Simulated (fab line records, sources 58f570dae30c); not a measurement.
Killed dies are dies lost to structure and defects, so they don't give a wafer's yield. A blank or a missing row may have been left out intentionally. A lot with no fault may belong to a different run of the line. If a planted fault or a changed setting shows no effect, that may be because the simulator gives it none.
2 desks, one fault    flow berkeley cmos170    what lay behind the numbers comes last; until then each desk has only its own

TOOL OWNER'S DESK, litho track-03
The tool's own readings at UCB170_GATE_COAT_07 (resist thk 900 nm): means of the sampled wafers that have a number, for each lot that ran on this tool. A lot is out of limits, marked OUT, if its mean lies more than 4 standard deviations from the usual mean; the brackets give that distance.
Columns: A = resist line temp C at UCB170_GATE_COAT_07, usual 22.98 C; B = spin speed rpm at UCB170_GATE_COAT_07, usual 1500.1 rpm
lot   first seen here  A      B
L643  day 6 10:00      23.02  1500.4
L646  day 6 22:00      22.96  1499.9
L647  day 7 23:00      23.01  1499.9
L653  day 8 08:00      23.02  1556.5 (+64) OUT
L655  day 9 00:00      22.85  1556.9 (+65) OUT
This desk's finding: out of limits on L653, L655; first on L653, day 8 08:00 (spin speed rpm at UCB170_GATE_COAT_07). L643, L646, L647: within limits.

METROLOGY DESK
What the gauges read for every lot (on any tool): the sampled wafers with a number, averaged. A lot is out of limits, marked OUT, if its mean lies more than 4 standard deviations from the usual mean; the brackets give that distance.
Columns: A = SPACER_TEOS_THK at UCB170_SPACER_THK_MEAS_01, usual 376 nm; B = PSD_OVL at UCB170_PSD_OVL_MEAS_07, usual -2 nm; C = NLDD_RS at UCB170_SDANNEAL_RS_MEAS_05, usual 616.6 ohm/sq
lot   first seen here  A    B   C
L641  day 6 03:37      373  -2  617.2
L643  day 6 15:37      376  -3  617.5
L644  day 7 04:56      375  -8  618.1
L646  day 7 05:16      371  -6  617.5
L647  day 8 04:27      374  -3  615.9
L648  day 8 04:43      375  -4  616.0
L653  day 8 14:20      376  5   617.9
L655  day 9 06:37      376  2   616.6
L654  day 9 06:49      379  -1  614.4
L657  day 9 16:35      375  3   617.1
L659  day 10 06:20     373  0   616.3
L660  day 10 15:31     382  -6  617.7
L662  day 10 21:06     379  -0  615.4
L664  day 11 18:10     377  1   616.9
This desk's finding: nothing out of limits on any of the 14 lots.

ALL TOGETHER
An alarm could have come from the tool owner's desk at day 8 08:00, on L653, L655.
Nothing out of limits was seen by the metrology desk.
The metrology desk holds a record of L653, L655, inside its limits.
On litho track-03, each named lot ran UCB170_GATE_COAT_07.

WHAT HAD BEEN PUT IN BY THE SIMULATOR
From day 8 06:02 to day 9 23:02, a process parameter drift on litho track-03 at UCB170_GATE_COAT_07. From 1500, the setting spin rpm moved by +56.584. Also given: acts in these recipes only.
Shown lots that were struck: L653, L655.
Time in hours from fault onset to the first out-of-limits reading at each desk: the tool owner's desk, 2.
